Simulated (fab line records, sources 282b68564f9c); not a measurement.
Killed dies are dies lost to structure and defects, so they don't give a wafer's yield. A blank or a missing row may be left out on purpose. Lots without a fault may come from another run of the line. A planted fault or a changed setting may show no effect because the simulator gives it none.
fab line records | flow rit_cmos
record lots=7 wafers=21 last_day=7
route steps=202 shown CONTACT@172 M1@184
lots that met no fault: from a run of the same line without faults
start_h: hours from the record's first day to the start of the lot's first wafer shown | wait_h: hours since the lot's step before | " the same as in the row above | L1.1+2: a row that stands for several wafers | - no value, or no start given | * or withheld: withheld | < > ~ a bound
route shown NAME@n: a module of which the file shows steps, and the number in the route of the first | usual: mean/standard deviation of fault-free wafers | same: alike in all rows | chamber/n: place in a boat | sites: the reading at each site | _std_site: their standard deviation | _edge_site: outer sites' mean less inner sites' | radius_mm: how far each site lies from the wafer's centre | mask NAME#n: copy n | behind: the tool/chamber that last shaped the wafer | hold: why the lot was held/for how many hours/how that ended | device: the transistor (n, p or np) that didn't switch | end of line: the same wafers' tests at the end of the route | a step without rows: its recipe alone | killed: dies lost to structure and defects at the first sort, not the wafer's yield | map: a wafer's dies, x killed, . not, _ none there
set.NAME: the setting as run; set.NAME@STEP: as run at that earlier step | model.NAME: the simulator's own value behind a step, which no gauge read
lots at some steps of the route; a table a step, a row a wafer
services: from which hour (start_h, from the record's first day; less than 0 if before it) a tool's chamber was out of use, for how many hours, and why
## steps
# step RIT_CONTACT_SOFTBAKE_04
# recipe resist=NOVOLAK temp_c=90 time_s=60
# step RIT_CONTACT_EXPOSE_05
# recipe mask_id=M11 na=0.6 source_shape=conventional sigma_outer=0.5 target_cd_nm=1000 dose_mj=250
# step RIT_CONTACT_PEB_06
# recipe resist=NOVOLAK temp_c=withheld time_s=withheld
# step RIT_CONTACT_DEVELOP_07
# recipe resist=NOVOLAK develop_time_s=120 dev_temp_c=22.43
# step RIT_CONTACT_CD_MEAS_08
# recipe target_cd_nm=1000
# usual cd_nm=1000.1/2.6
# columns lot.wafer tool chamber start_h wait_h cd_nm
L941.1 cd_sem-01 - 58.34 - 998.9
L941.4 " - " " 997.6
L941.6 " - " " 998.2
L950.1 cd_sem-02 - 97.50 - 1000.4
L950.3 " - " " 1000.0
L950.6 " - " " 1001.0
L953.1 cd_sem-02 - 111.21 - 1003.4
L953.3 " - " " 1004.3
L953.5 " - " " 1001.4
L954.2 cd_sem-01 - 117.85 - 1002.4
L954.5 " - " " 1001.5
L954.6 " - " " 1000.6
L955.1 cd_sem-01 - 121.62 - 998.7
L955.3 " - " " 997.6
L955.6 " - " " 995.7
L961.2 cd_sem-01 - 160.92 - 1000.3
L961.3 " - " " 999.2
L961.4 " - " " 1003.4
L963.2 cd_sem-01 - 170.99 - 1000.6
L963.4 " - " " 999.4
L963.6 " - " " 998.4
# step RIT_CONTACT_OVL_MEAS_09
# usual CONTACT_OVL=-0.4/1.3
# columns lot.wafer tool chamber start_h wait_h CONTACT_OVL[nm]
L941.1 overlay-02 - 58.46 0.1 -2.6
L941.4 " - " " -2.0
L941.6 " - " " -1.5
L950.1 overlay-02 - 97.62 0.1 1.4
L950.3 " - " " 2.2
L950.6 " - " " 1.3
L953.1 overlay-02 - 111.33 0.1 0.9
L953.3 " - " " -0.1
L953.5 " - " " 0.2
L954.2 overlay-02 - 117.96 0.1 -1.5
L954.5 " - " " 0.1
L954.6 " - " " 0.7
L955.1 overlay-01 - 121.74 0.1 -1.4
L955.3 " - " " -2.2
L955.6 " - " " -0.7
L961.2 overlay-01 - 161.02 0.1 -0.2
L961.3 " - " " -0.8
L961.4 " - " " -0.6
L963.2 overlay-01 - 171.10 0.1 -3.5
L963.4 " - " " -3.3
L963.6 " - " " -3.4
# step RIT_CONTACT_HARDBAKE_10
# recipe resist=NOVOLAK temp_c=140 time_s=60
# step RIT_CONTACT_ETCH_11
# recipe target_depth_a=4800 over_etch_frac=0.2 stop_on=TiSi2 chemistry=CHF3/CF4/Ar target=SiO2 CHF3_flow_sccm=50 cf4_flow_sccm=10 Ar_flow_sccm=100 O2_flow_sccm=5 pressure_mtorr=100 rf_w=200 time_s=320
# usual cf4_flow_sccm=10.00/0.032 drypump_motor_current_A=5.7/0.6 oes_product_au=0.993/0.014 throttle_valve_pct=8.88/0.16
# same over_etch_frac=0.2 time_s=320
# columns lot.wafer tool chamber start_h wait_h cf4_flow_sccm drypump_motor_current_A oes_product_au rf_hours_counter_h throttle_valve_pct
L941.1 rie_diel-03 3 58.64 0.1 10.04 5.8 1.002 8 8.80
L941.4 " 0 " " 9.97 5.3 0.997 - 8.92
L941.6 " 3 " " 10.02 5.8 1.000 - 8.80
L950.1 rie_diel-01 2 97.83 0.1 10.06 4.7 0.987 153 8.90
L950.3 " 3 " " 10.01 6.5 1.017 3 8.94
L950.6 " 1 " " 10.02 5.3 0.983 - 9.07
L953.1 rie_diel-02 3 111.51 0.1 9.95 6.6 0.994 6 8.96
L953.3 " 1 " " 10.04 6.2 1.008 22 8.70
L953.5 " 0 " " 9.98 6.4 1.005 - 9.01
L954.2 rie_diel-02 0 118.14 0.1 9.94 6.4 1.000 53 9.02
L954.5 " 0 " " 9.97 6.4 1.003 - 9.00
L954.6 " 1 " " 9.97 6.2 1.007 - 8.70
L955.1 rie_diel-01 0 121.93 0.1 10.02 5.4 0.986 28 9.11
L955.3 " 1 " " 9.96 5.3 0.982 95 9.08
L955.6 " 3 " " 10.01 6.5 1.018 - 8.95
L961.2 rie_diel-03 1 161.26 0.1 10.00 5.8 0.977 146 8.64
L961.3 " 0 " " 9.99 5.3 0.992 12 8.90
L961.4 " 3 " " 10.09 5.8 1.007 10 8.80
L963.2 rie_diel-02 1 171.28 0.1 9.99 6.2 1.012 23 8.70
L963.4 " 1 " " 10.02 6.2 1.011 - 8.70
L963.6 " 2 " " 9.98 6.5 0.990 - 8.87
# step RIT_CONTACT_STRIP_12
# recipe chemistry=O2 time_s=180 resist=NOVOLAK platen_temp_c=withheld power_w=500 pressure_mtorr=4000 o2_flow_sccm=4000
# usual drypump_motor_current_A=5.8/0.49
# same time_s=180
# columns lot.wafer tool chamber start_h wait_h drypump_motor_current_A rf_hours_counter_h
L941.1 plasma_asher-03 0 58.84 0.1 5.8 32
L941.4 " 0 " " 5.7 -
L941.6 " 0 " " 5.8 -
L950.1 plasma_asher-01 1 98.03 0.1 6.3 50
L950.3 " 0 " " 5.8 -
L950.6 " 1 " " 6.3 -
L953.1 plasma_asher-02 1 111.71 0.1 6.5 31
L953.3 " 1 " " 6.5 -
L953.5 " 1 " " 6.5 -
L954.2 plasma_asher-02 1 118.33 0.1 6.5 31
L954.5 " 0 " " 5.4 -
L954.6 " 1 " " 6.5 -
L955.1 plasma_asher-01 1 122.12 0.1 6.3 53
L955.3 " 0 " " 5.7 -
L955.6 " 1 " " 6.3 -
L961.2 plasma_asher-03 1 161.46 0.1 5.1 43
L961.3 " 1 " " 5.1 -
L961.4 " 0 " " 5.8 -
L963.2 plasma_asher-01 0 171.47 0.1 5.8 58
L963.4 " 0 " " 5.8 -
L963.6 " 1 " " 6.3 -
# step RIT_CONTACT_CD_MEAS_90
# recipe target_cd_nm=1000
# usual cd_nm=1000.2/2.6
# columns lot.wafer tool chamber start_h wait_h cd_nm
L941.1 cd_sem-02 - 59.01 0.1 999.8
L941.4 " - " " 998.1
L941.6 " - " " 998.7
L950.1 cd_sem-02 - 98.20 0.1 1000.3
L950.3 " - " " 1000.0
L950.6 " - " " 1001.8
L953.1 cd_sem-02 - 111.88 0.1 1003.3
L953.3 " - " " 1004.0
L953.5 " - " " 1000.9
L954.2 cd_sem-02 - 118.53 0.1 1003.1
L954.5 " - " " 1001.2
L954.6 " - " " 1000.3
L955.1 cd_sem-02 - 122.30 0.1 999.0
L955.3 " - " " 997.6
L955.6 " - " " 995.9
L961.2 cd_sem-02 - 161.65 0.1 1000.8
L961.3 " - " " 1000.0
L961.4 " - " " 1003.6
L963.2 cd_sem-01 - 171.66 0.1 1000.9
L963.4 " - " " 999.1
L963.6 " - " " 999.1
# step RIT_CONTACT_CLEAN_13
# recipe chemistry=SC1 mix=3:3:50 time_s=600 temp_c=75
# step RIT_CONTACT_CLEAN_14
# recipe chemistry=SC2 mix=3:3:50 time_s=600 temp_c=75 dry=n2_spin
# step RIT_M1_SPUTTER_00
# recipe material=Al target_thk_nm=400 power_w=2000 chamber_pressure_pa=0.4 gas=Ar time_s=500 substrate_temp_c=25
# usual cathode_dc_power_W=2000.0/0.35 chamber_pressure_pa=0.4000/0.00092 throttle_valve_pct=30.1/1.1 time_s=500/0
# columns lot.wafer tool chamber start_h wait_h cathode_dc_power_W chamber_pressure_pa throttle_valve_pct time_s
L941.1 pvd_sputter-01 - 59.48 0.0 1999.4 0.3999 30.7 500
L941.4 " - " " 1999.9 0.3992 29.6 500
L941.6 " - " " 1999.9 0.4011 29.5 500
L950.1 pvd_sputter-01 - 98.67 0.0 1999.8 0.3996 30.6 500
L950.3 " - " " 2000.1 0.3994 28.5 500
L950.6 " - " " 2000.2 0.3996 29.5 500
L953.1 pvd_sputter-02 - 112.37 0.0 - - - -
L953.3 " - " " - - - -
L953.5 " - " " - - - -
L954.2 pvd_sputter-01 - 119.00 0.0 - - - -
L954.5 " - " " - - - -
L954.6 " - " " - - - -
L955.1 pvd_sputter-02 - 122.79 0.0 - - - -
L955.3 " - " " - - - -
L955.6 " - " " - - - -
L961.2 pvd_sputter-02 - 162.10 0.0 2000.0 0.4002 31.4 500
L961.3 " - " " 1999.7 0.3992 30.9 500
L961.4 " - " " 2000.0 0.4007 29.8 500
L963.2 pvd_sputter-02 - 172.31 0.0 2000.8 0.3988 31.1 500
L963.4 " - " " 1999.7 0.4007 29.8 500
L963.6 " - " " 1999.6 0.3992 31.1 500
# step RIT_M1_RS_MEAS_01
# recipe thk_meas_gauge=four-point-probe reads=Al_of_M1_SPUTTER_00
# usual M1_AL_RS=0.0735/0.00094
# columns lot.wafer tool chamber start_h wait_h M1_AL_RS[ohm/sq]
L941.1 film_metro-03 - 59.78 0.1 0.0741
L941.4 " - " " 0.0746
L941.6 " - " " 0.0742
L950.1 film_metro-04 - 98.97 0.1 0.0748
L950.3 " - " " 0.0737
L950.6 " - " " 0.0750
L953.1 film_metro-03 - 112.66 0.1 -
L953.3 " - " " -
L953.5 " - " " -
L954.2 film_metro-03 - 119.31 0.2 -
L954.5 " - " " -
L954.6 " - " " -
L955.1 film_metro-04 - 123.08 0.1 -
L955.3 " - " " -
L955.6 " - " " -
L961.2 film_metro-03 - 162.42 0.2 0.0721
L961.3 " - " " 0.0716
L961.4 " - " " 0.0723
L963.2 film_metro-04 - 172.62 0.2 0.0729
L963.4 " - " " 0.0732
L963.6 " - " " 0.0728
# step RIT_M1_THK_MEAS_02
# recipe thk_meas_gauge=xrf reads=Al_of_M1_SPUTTER_00
# usual M1_AL_THK=399/5.1
# columns lot.wafer tool chamber start_h wait_h M1_AL_THK[nm]
L941.1 film_metro-03 - 59.90 0.1 397
L941.4 " - " " 396
L941.6 " - " " 396
L950.1 film_metro-04 - 99.09 0.1 392
L950.3 " - " " 399
L950.6 " - " " 390
L953.1 film_metro-03 - 112.78 0.1 <1
L953.3 " - " " <1
L953.5 " - " " <1
L954.2 film_metro-03 - 119.42 0.1 <1
L954.5 " - " " <1
L954.6 " - " " <1
L955.1 film_metro-04 - 123.20 0.1 <0
L955.3 " - " " <0
L955.6 " - " " <0
L961.2 film_metro-03 - 162.53 0.1 408
L961.3 " - " " 408
L961.4 " - " " 406
L963.2 film_metro-04 - 172.73 0.1 400
L963.4 " - " " 401
L963.6 " - " " 400
# step RIT_M1_HMDS_03
# recipe prime_time_s=60 prime_temp_c=140
# step RIT_M1_COAT_04
# recipe resist=NOVOLAK spin_rpm=2000 resist_thk_nm=1300
# step RIT_M1_SOFTBAKE_05
# recipe resist=NOVOLAK temp_c=90 time_s=60
# step RIT_M1_EXPOSE_06
# recipe mask_id=M12 na=0.6 source_shape=conventional sigma_outer=0.5 target_cd_nm=2600 dose_mj=250
# step RIT_M1_PEB_07
# recipe resist=NOVOLAK temp_c=withheld time_s=withheld
# step RIT_M1_DEVELOP_08
# recipe resist=NOVOLAK develop_time_s=68 dev_temp_c=23.79
# step RIT_M1_CD_MEAS_09
# recipe target_cd_nm=2600
# usual cd_nm=2600.6/2.7
# columns lot.wafer tool chamber start_h wait_h cd_nm
L941.1 cd_sem-02 - 61.00 - 2594.8
L941.4 " - " " 2597.3
L941.6 " - " " 2596.4
L950.1 cd_sem-01 - 100.15 - 2602.8
L950.3 " - " " 2604.2
L950.6 " - " " 2603.7
L953.1 cd_sem-01 - 113.72 - 2600.6
L953.3 " - " " 2600.0
L953.5 " - " " 2601.3
L954.2 cd_sem-01 - 120.37 - 2600.4
L954.5 " - " " 2601.8
L954.6 " - " " 2603.7
L955.1 cd_sem-02 - 124.28 - 2601.1
L955.3 " - " " 2600.9
L955.6 " - " " 2602.3
L961.2 cd_sem-01 - 163.48 - 2595.8
L961.3 " - " " 2598.3
L961.4 " - " " 2596.1
L963.2 cd_sem-01 - 173.68 - 2601.7
L963.4 " - " " 2601.8
L963.6 " - " " 2601.4
# step RIT_M1_OVL_MEAS_10
# usual M1_OVL=0.9/1.7
# columns lot.wafer tool chamber start_h wait_h M1_OVL[nm]
L941.1 overlay-02 - 61.12 0.1 4.6
L941.4 " - " " 4.9
L941.6 " - " " 2.6
L950.1 overlay-02 - 100.27 0.1 -0.1
L950.3 " - " " -0.8
L950.6 " - " " -1.8
L953.1 overlay-01 - 113.84 0.1 1.5
L953.3 " - " " 2.3
L953.5 " - " " 3.7
L954.2 overlay-01 - 120.48 0.1 -1.1
L954.5 " - " " -2.0
L954.6 " - " " -1.4
L955.1 overlay-02 - 124.40 0.1 1.6
L955.3 " - " " 2.2
L955.6 " - " " -0.1
L961.2 overlay-01 - 163.58 0.1 1.3
L961.3 " - " " 0.7
L961.4 " - " " 0.5
L963.2 overlay-01 - 173.79 0.1 -0.9
L963.4 " - " " 0.2
L963.6 " - " " -0.2
# step RIT_M1_HARDBAKE_11
# recipe resist=NOVOLAK temp_c=140 time_s=120
# step RIT_M1_METAL_ETCH_12
# recipe stop_on=SiO2 chemistry=Cl2/BCl3 target=Al time_s=165 over_etch_frac=0.5 pressure_mtorr=100 target_depth_a=6000 rf_w=246.9 Cl2_flow_sccm=60 bcl3_flow_sccm=50
# usual drypump_motor_current_A=5.7/0.46 oes_product_au=0.770/0.014 throttle_valve_pct=8.25/0.061
# same over_etch_frac=0.5 time_s=165
# columns lot.wafer tool chamber start_h wait_h drypump_motor_current_A oes_product_au rf_hours_counter_h throttle_valve_pct
L941.1 rie_metal-01 0 61.40 0.2 5.1 0.754 3 8.32
L941.4 " 0 " " 5.1 0.754 - 8.32
L941.6 " 0 " " 5.1 0.756 - 8.32
L950.1 rie_metal-01 0 100.56 0.2 5.1 0.750 3 8.31
L950.3 " 1 " " 5.2 0.787 - 8.27
L950.6 " 0 " " 5.1 0.756 - 8.33
L953.1 rie_metal-01 0 114.13 0.2 5.1 0.337 3 8.39
L953.3 " 0 " " 5.1 0.321 - 8.37
L953.5 " 1 " " 5.1 0.341 - 8.34
L954.2 rie_metal-03 0 120.76 0.2 6.0 0.340 36 8.33
L954.5 " 1 " " 5.9 0.329 - 8.21
L954.6 " 0 " " 6.0 0.324 - 8.35
L955.1 rie_metal-04 1 124.69 0.2 5.7 0.329 1 8.37
L955.3 " 1 " " 5.7 0.324 - 8.36
L955.6 " 1 " " 5.7 0.327 - 8.36
L961.2 rie_metal-01 1 163.86 0.2 5.1 0.798 3 8.28
L961.3 " 1 " " 5.1 0.802 - 8.27
L961.4 " 0 " " 5.1 0.763 - 8.34
L963.2 rie_metal-03 1 174.07 0.2 5.9 0.782 0 8.16
L963.4 " 0 " " 6.1 0.764 - 8.27
L963.6 " 1 " " 5.9 0.781 - 8.16
# step RIT_M1_STRIP_13
# recipe chemistry=nmp resist=NOVOLAK temp_c=80 time_s=600 dry=n2_spin
# step RIT_M1_PROBE_99
# usual defect_limited_yield=97.5/1.1 killed_at_M0_to_M3=0.0/0.14 killed_at_contacts=0.1/0.3 killed_at_front_end=6.5/2.9 killed_dies=6.6/3 killed_on_rim=1.6/1.3 killed_open=3.3/2 killed_short=3.3/1.9 sort_bin_3_pad_short=0.1/0.2 sort_bin_5_function=1.4/0.78 sort_bin_6_memory=1.0/0.71 sort_n_pass=257.4/3 sort_yield_pct=97.5/1.1
# same gross_dies=264 killed_at_M4_up=0 killed_at_back_side=0 killed_at_other=0
# columns lot.wafer tool chamber start_h wait_h defect_limited_yield[%] killed_at_M0_to_M3 killed_at_contacts killed_at_front_end killed_dies killed_on_rim killed_open killed_short sort_bin_3_pad_short[%] sort_bin_5_function[%] sort_bin_6_memory[%] sort_n_pass sort_yield_pct[%]
L941.1 prober-01 - 63.67 0.1 97.3 0 0 7 7 3 3 4 0.8 0.8 1.1 257.0 97.3
L941.4 prober-01 - 63.82 0.2 97.3 0 1 6 7 1 4 3 0 1.5 1.1 257.0 97.3
L941.6 prober-01 - 63.92 0.2 97.7 0 0 6 6 1 2 4 0 0.4 1.9 258.0 97.7
L950.1 prober-02 - 104.11 0.1 98.1 0 0 5 5 3 3 2 0 0.4 1.5 259.0 98.1
L950.3 prober-02 - 104.22 0.2 97.7 0 0 6 6 0 3 3 0 1.1 1.1 258.0 97.7
L950.6 prober-02 - 104.36 0.2 97.3 0 0 7 7 1 3 4 0.4 1.1 1.1 257.0 97.3
L953.1 prober-01 - 116.38 0.1 0 262 0 2 264 70 2 0 26.1 70.8 3.0 0 0
L953.3 prober-01 - 116.48 0.2 0 259 0 5 264 70 2 3 27.7 70.5 1.9 0 0
L953.5 prober-01 - 116.58 0.2 0 263 0 1 264 70 0 1 20.5 75.4 4.2 0 0
L954.2 prober-02 - 123.21 0.1 0 264 0 0 264 70 0 0 22.0 75.8 2.3 0 0
L954.5 prober-02 - 123.36 0.2 0 262 0 2 264 70 2 0 20.5 76.5 3.0 0 0
L954.6 prober-02 - 123.41 0.2 0 263 0 1 264 70 1 0 28.4 69.7 1.9 0 0
L955.1 prober-01 - 129.39 0.1 0 261 1 2 264 70 2 1 26.1 70.8 3.0 0 0
L955.3 prober-01 - 129.49 0.2 0 264 0 0 264 70 0 0 28.8 68.9 2.3 0 0
L955.6 prober-01 - 129.64 0.2 0 261 0 3 264 70 1 2 19.3 77.3 3.4 0 0
L961.2 prober-01 - 166.97 0.1 97.3 0 0 7 7 0 3 4 0.4 1.9 0.4 257.0 97.3
L961.3 prober-01 - 167.02 0.2 97.0 0 0 8 8 4 4 4 0.8 0.8 1.5 256.0 97.0
L961.4 prober-01 - 167.07 0.2 97.3 0 0 7 7 2 5 2 0.4 0.8 1.5 257.0 97.3
L963.2 prober-01 - 177.58 0.1 95.5 0 0 12 12 1 5 7 0.4 1.9 2.3 252.0 95.5
L963.4 prober-01 - 177.68 0.2 97.3 1 0 6 7 1 5 2 0 1.5 1.1 257.0 97.3
L963.6 prober-01 - 177.78 0.2 97.3 0 0 7 7 3 4 3 0.4 1.1 1.1 257.0 97.3
# killed by level:class
L941.1 FOX2:geometric_particle:short=2 FOX1:geometric_particle:open=1 FOX1:geometric_particle:short=1 FOX2:geometric_particle:open=1 GATE:geometric_particle:short=1 SILICIDE:geometric_particle:open=1
L941.4 GATE:geometric_particle:open=2 REOX:geometric_particle:open=2 FOX1:geometric_particle:short=1 FOX2:geometric_particle:short=1 CONTACT:geometric_particle:short=1
L941.6 SPACER:geometric_particle:short=2 GATE:geometric_particle:open=1 REOX:geometric_particle:short=1 SPACER:geometric_particle:open=1 SILICIDE:geometric_particle:short=1
L950.1 ACTIVE:geometric_particle:short=1 FOX2:geometric_particle:open=1 GATE:geometric_particle:open=1 REOX:geometric_particle:open=1 SPACER:geometric_particle:short=1
L950.3 GATE:geometric_particle:short=1 GATE:geometric_particle:open=1 REOX:geometric_particle:open=1 SPACER:geometric_particle:open=1 SPACER:geometric_particle:short=1 SILICIDE:geometric_particle:short=1
L950.6 GATE:geometric_particle:short=3 FOX1:geometric_particle:open=2 GATE:geometric_particle:open=1 REOX:geometric_particle:short=1
L953.1 M1:lost_pattern=261 FOX1:geometric_particle:open=1 GATE:geometric_particle:open=1 M1:area_etch=1
L953.3 M1:lost_pattern=256 M1:area_sputter=2 FOX2:geometric_particle:open=1 GATE:geometric_particle:short=1 GATE:geometric_particle:open=1 SPACER:geometric_particle:short=1 SILICIDE:geometric_particle:short=1 M1:area_etch=1
L953.5 M1:lost_pattern=261 M1:area_etch=2 GATE:geometric_particle:short=1
L954.2 M1:lost_pattern=263 M1:area_sputter=1
L954.5 M1:lost_pattern=260 M1:area_sputter=2 GATE:geometric_particle:open=1 SILICIDE:geometric_particle:open=1
L954.6 M1:lost_pattern=262 SPACER:geometric_particle:open=1 M1:area_sputter=1
L955.1 M1:lost_pattern=260 SPACER:geometric_particle:short=1 SPACER:geometric_particle:open=1 CONTACT:geometric_particle:open=1 M1:area_etch=1
L955.3 M1:lost_pattern=264
L955.6 M1:lost_pattern=261 SPACER:geometric_particle:short=2 SILICIDE:geometric_particle:open=1
L961.2 GATE:geometric_particle:short=2 FOX1:geometric_particle:open=1 FOX1:geometric_particle:short=1 FOX2:geometric_particle:open=1 GATE:geometric_particle:open=1 SPACER:geometric_particle:short=1
L961.3 SILICIDE:geometric_particle:short=2 SPACER:geometric_particle:open=2 SILICIDE:geometric_particle:open=2 GATE:geometric_particle:short=1 SPACER:geometric_particle:short=1
L961.4 GATE:geometric_particle:open=3 FOX1:geometric_particle:open=1 GATE:geometric_particle:short=1 SPACER:geometric_particle:short=1 SPACER:geometric_particle:open=1
L963.2 GATE:geometric_particle:open=3 REOX:geometric_particle:short=3 SPACER:geometric_particle:short=2 FOX2:geometric_particle:short=1 REOX:geometric_particle:open=1 SPACER:geometric_particle:open=1 SILICIDE:geometric_particle:short=1
L963.4 GATE:geometric_particle:open=3 FOX2:geometric_particle:short=1 GATE:geometric_particle:short=1 SPACER:geometric_particle:open=1 M1:geometric_particle:open=1
L963.6 GATE:geometric_particle:open=2 SPACER:geometric_particle:open=2 FOX2:geometric_particle:short=1 GATE:geometric_particle:short=1 SILICIDE:geometric_particle:short=1
# map L953.1 (x killed, . not)
________xxxxxxx_______
_____xxxxxxxxxxxxx____
____xxxxxxxxxxxxxxx___
___xxxxxxxxxxxxxxxxx__
__xxxxxxxxxxxxxxxxxxx_
__xxxxxxxxxxxxxxxxxxx_
_xxxxxxxxxxxxxxxxxxxxx
_xxxxxxxxxxxxxxxxxxxxx
_xxxxxxxxxxxxxxxxxxxxx
_xxxxxxxxxxxxxxxxxxxxx
__xxxxxxxxxxxxxxxxxxx_
__xxxxxxxxxxxxxxxxxxx_
___xxxxxxxxxxxxxxxxx__
____xxxxxxxxxxxxxxx___
_____xxxxxxxxxxxxx____
________xxxxxxx_______
# map L954.2 (x killed, . not)
________xxxxxxx_______
_____xxxxxxxxxxxxx____
____xxxxxxxxxxxxxxx___
___xxxxxxxxxxxxxxxxx__
__xxxxxxxxxxxxxxxxxxx_
__xxxxxxxxxxxxxxxxxxx_
_xxxxxxxxxxxxxxxxxxxxx
_xxxxxxxxxxxxxxxxxxxxx
_xxxxxxxxxxxxxxxxxxxxx
_xxxxxxxxxxxxxxxxxxxxx
__xxxxxxxxxxxxxxxxxxx_
__xxxxxxxxxxxxxxxxxxx_
___xxxxxxxxxxxxxxxxx__
____xxxxxxxxxxxxxxx___
_____xxxxxxxxxxxxx____
________xxxxxxx_______
## services
# columns tool chamber start_h hours kind
rie_metal-03 0 36.55 16.7 repair
rie_diel-02 1 36.91 5.5 repair
rie_diel-02 0 38.50 2.1 repair
rie_diel-03 2 39.61 - clean
rie_diel-03 2 39.61 23.6 scheduled_down
rie_diel-03 2 39.61 23.6 vent_cycle
rie_metal-04 0 68.05 10.2 repair
rie_metal-04 - 75.39 2.8 pm
pvd_sputter-02 - 87.16 8.4 repair
rie_diel-03 3 97.68 2.4 repair
rie_metal-04 1 107.70 2.0 repair
rie_diel-03 3 110.18 6.8 repair
rie_diel-02 1 120.10 5.9 repair
rie_metal-03 0 122.88 9.0 repair
rie_diel-03 - 125.75 2.8 pm
rie_metal-03 - 129.69 0.4 repair
rie_diel-01 2 134.55 - clean
rie_diel-01 2 134.55 22.2 scheduled_down
rie_diel-01 2 134.55 22.2 vent_cycle
rie_metal-03 - 136.12 20.0 pm
rie_metal-03 0 136.12 20.0 vent_cycle
rie_metal-03 1 136.12 20.0 vent_cycle
rie_metal-03 0 156.12 - clean
rie_diel-02 0 162.70 20.9 repair
## key
first_sign step=RIT_M1_SPUTTER_00 reading=tool_record direction=missing
effect step=RIT_M1_RS_MEAS_01 reading=M1_AL_RS direction=missing
effect step=RIT_M1_THK_MEAS_02 reading=M1_AL_THK direction=down sigmas=78 usual=399 struck=<1
effect step=RIT_M1_METAL_ETCH_12 reading=oes_product_au direction=down sigmas=32 usual=0.770 struck=0.330
effect step=RIT_M1_PROBE_99 reading=killed_at_M0_to_M3 direction=up sigmas=99+ usual=0.0 struck=262.1
met_at RIT_M1_SPUTTER_00
struck_wafers L953.1,L953.3,L953.5,L954.2,L954.5,L954.6,L955.1,L955.3,L955.6
later_rows_left_out L953.1,L953.3,L953.5,L954.2,L954.5,L954.6,L955.1,L955.3,L955.6
onset_between 98.67 112.37
fault kind=skipped_step_whole tool=pvd_sputter-01,pvd_sputter-02 chamber=- onset_h=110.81 steps=RIT_M1_SPUTTER_00 scope=struck_lots_only
# later_rows_left_out: the simulator's readings of these wafers behind a module that went badly wrong aren't trusted and aren't shown, but for the sort
